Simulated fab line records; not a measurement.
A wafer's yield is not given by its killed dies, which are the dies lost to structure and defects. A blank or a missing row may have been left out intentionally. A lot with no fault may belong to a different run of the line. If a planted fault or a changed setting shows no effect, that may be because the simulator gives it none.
A lot that was struck, set against a sound lot    flow rit_cmos    43 steps out of a route of 202
Sound: wafers L106.2, L106.3, L106.4. Struck: wafers L111.1, L111.3, L111.4. The cause is given at the end.
For every step that has rows: the tool of each side, followed by ch and its chambers, followed by its first start. Under that, the readings that differ: sound wafers    struck wafers    difference of the means    sigmas: that difference in standard deviations of wafers without a fault.
alike: readings with means less than 2 such deviations apart, plus words and numbers identical on both sides. not compared: withheld readings, readings lacking a value on some wafer, bounds such as >300 that could conceal the same value, and numbers that have no deviation in the record and whose values overlap.
The two part at a step that has a row with sigmas, a row that says differs or no value, or rows on one side only. Non-overlapping numbers with no deviation appear without sigmas and do not part them. A reading that every wafer of one side lacks parts them only if that side has two wafers or more.

RIT_NSD_TW_MEAS_10:
  sound on film_metro-04, day 3 16:03; struck on film_metro-03, day 4 17:31
reading  sound           struck          difference  sigmas
NSD_TW   3192 3215 3177  3140 3139 3141  -55         -3
then, 6 steps without rows for these wafers: RIT_PSD_HMDS_00 (prime time 60 s); RIT_PSD_COAT_01 (resist thk 1000 nm); RIT_PSD_SOFTBAKE_02 (time 60 s); RIT_PSD_EXPOSE_03 (exposes mask M10, target cd 40900 nm); RIT_PSD_PEB_04; RIT_PSD_DEVELOP_05 (develop time 50 s).
RIT_PSD_OVL_MEAS_06:
  sound on overlay-02, day 3 17:05; struck on overlay-01, day 4 18:26
  alike: PSD_OVL
then, 3 steps without rows for these wafers: RIT_PSD_HARDBAKE_07 (time 60 s); RIT_PSD_IMPLANT_08; RIT_PSD_STRIP_09 (strips in O2, time 180 s).
RIT_PSD_TW_MEAS_10:
  sound on film_metro-03, day 3 17:36; struck on film_metro-03, day 4 18:56
  alike: PSD_TW
RIT_SDANNEAL_CLEAN_00: cleans in SC1, time 600 s.
  sound on wet_bench-01 ch 2, day 3 17:39; struck on wet_bench-02 ch 2, day 4 19:00
  alike: temp_c
then, 2 steps without rows for these wafers: RIT_SDANNEAL_CLEAN_01 (cleans in dHF, time 30 s); RIT_SDANNEAL_CLEAN_02 (cleans in SC2, time 600 s).
RIT_SDANNEAL_RTA_03: time 5 s.
  sound on rtp_anneal-01 ch 0, day 3 18:02; struck on rtp_anneal-02 ch 0, day 4 19:32
  alike: wafer_temp_C_max
RIT_SDANNEAL_RS_MEAS_04: measurement is done with a four-point probe.
  sound on film_metro-04, day 3 18:06; struck on film_metro-04, day 4 19:36
  alike: PSD_RS
RIT_SDANNEAL_RS_MEAS_05: measurement is done with a four-point probe.
  sound on film_metro-04, day 3 18:13; struck on film_metro-04, day 4 19:43
  alike: NSD_RS
RIT_SDANNEAL_RS_MEAS_06: measurement is done with a four-point probe.
  sound on film_metro-04, day 3 18:20; struck on film_metro-04, day 4 19:50
  alike: PLDD_RS
RIT_SDANNEAL_RS_MEAS_07: measurement is done with a four-point probe.
  sound on film_metro-04, day 3 18:28; struck on film_metro-04, day 4 19:58
  alike: NLDD_RS
then, 1 step without rows for these wafers: RIT_SILICIDE_WET_ETCH_00 (etches SiO2 in BOE, target depth 14 nm, time 15 s).
RIT_SILICIDE_SPUTTER_01: material Ti, target thk 30 nm, time 240 s.
  sound on pvd_sputter-03, day 3 18:34; struck on pvd_sputter-01, day 4 20:06
  alike: cathode_dc_power_W, throttle_valve_pct
RIT_SILICIDE_RS_MEAS_02: measurement is done with a four-point probe.
  sound on film_metro-01, day 3 18:44; struck on film_metro-01, day 4 20:15
  alike: SILICIDE_TI_RS
RIT_SILICIDE_THK_MEAS_03: measures by xrf.
  sound on film_metro-01, day 3 18:51; struck on film_metro-01, day 4 20:22
  alike: SILICIDE_TI_THK
RIT_SILICIDE_RTA_04: time 10 s, ramp up 5 s, ramp down 5 s.
  sound on rtp_anneal-02 ch 0, day 3 18:55; struck on rtp_anneal-01 ch 0, day 4 20:26
reading           sound              struck             difference  sigmas
wafer_temp_C_max  654.3 654.0 656.6  654.1 652.4 653.1  -1.8        -2
then, 1 step without rows for these wafers: RIT_SILICIDE_WET_ETCH_05 (etches Ti in SPM, time 120 s).
RIT_SILICIDE_RTA_06: time 10 s, ramp up 5 s, ramp down 10 s.
  sound on rtp_anneal-01 ch 0, day 3 19:01; struck on rtp_anneal-02 ch 0, day 4 20:32
  alike: wafer_temp_C_max
then, 1 step without rows for these wafers: RIT_CONTACT_CVD_00 (deposits SiO2 from TEOS, target thk 400 nm, time 61 s).
RIT_CONTACT_THK_MEAS_01:
  sound on film_metro-03, day 3 19:08; struck on film_metro-01, day 4 20:39
  alike: CONTACT_TEOS_THK
then, 6 steps without rows for these wafers: RIT_CONTACT_HMDS_02 (prime time 60 s); RIT_CONTACT_COAT_03 (resist thk 1000 nm); RIT_CONTACT_SOFTBAKE_04 (time 60 s); RIT_CONTACT_EXPOSE_05 (exposes mask M11, target cd 1000 nm); RIT_CONTACT_PEB_06; RIT_CONTACT_DEVELOP_07 (develop time 120 s).
RIT_CONTACT_CD_MEAS_08 targets a cd of 1000 nm.
  sound on cd_sem-01, day 3 20:17; struck on cd_sem-01, day 4 21:45
  alike: cd_nm
RIT_CONTACT_OVL_MEAS_09:
  sound on overlay-01, day 3 20:24; struck on overlay-01, day 4 21:52
  alike: CONTACT_OVL
then, 2 steps without rows for these wafers: RIT_CONTACT_HARDBAKE_10 (time 60 s); RIT_CONTACT_ETCH_11 (etches SiO2 in CHF3/CF4/Ar, stops on TiSi2, target depth 480 nm, time 320 s).
RIT_CONTACT_STRIP_12: strips in O2, time 180 s.
  sound on plasma_asher-03 ch 0,1, day 3 20:47; struck on plasma_asher-04 ch 0,1, day 4 22:15
  alike: drypump_motor_current_A
  not compared: rf_hours_counter_h
RIT_CONTACT_CD_MEAS_90 targets a cd of 1000 nm.
  sound on cd_sem-01, day 3 20:58; struck on cd_sem-02, day 4 22:25
  alike: cd_nm
then, 1 step without rows for these wafers: RIT_CONTACT_CLEAN_13 (cleans in SC1, time 600 s).
RIT_M1_PROBE_99:
  sound on prober-01, day 4 02:19; struck on prober-02, day 5 04:21
reading              sound  struck    difference  sigmas
killed_at_front_end  7 1 8  36 37 39  +32         +10
killed_dies          7 1 8  37 37 39  +32         +10
killed_on_rim        1 1 1  11 9 10   +9          +6
  alike: killed_at_M0_to_M3, killed_open, killed_short

WHERE THEY PART
Earliest at RIT_NSD_TW_MEAS_10; latest, in this record, at RIT_M1_PROBE_99.

WHY: what had been put in by the simulator
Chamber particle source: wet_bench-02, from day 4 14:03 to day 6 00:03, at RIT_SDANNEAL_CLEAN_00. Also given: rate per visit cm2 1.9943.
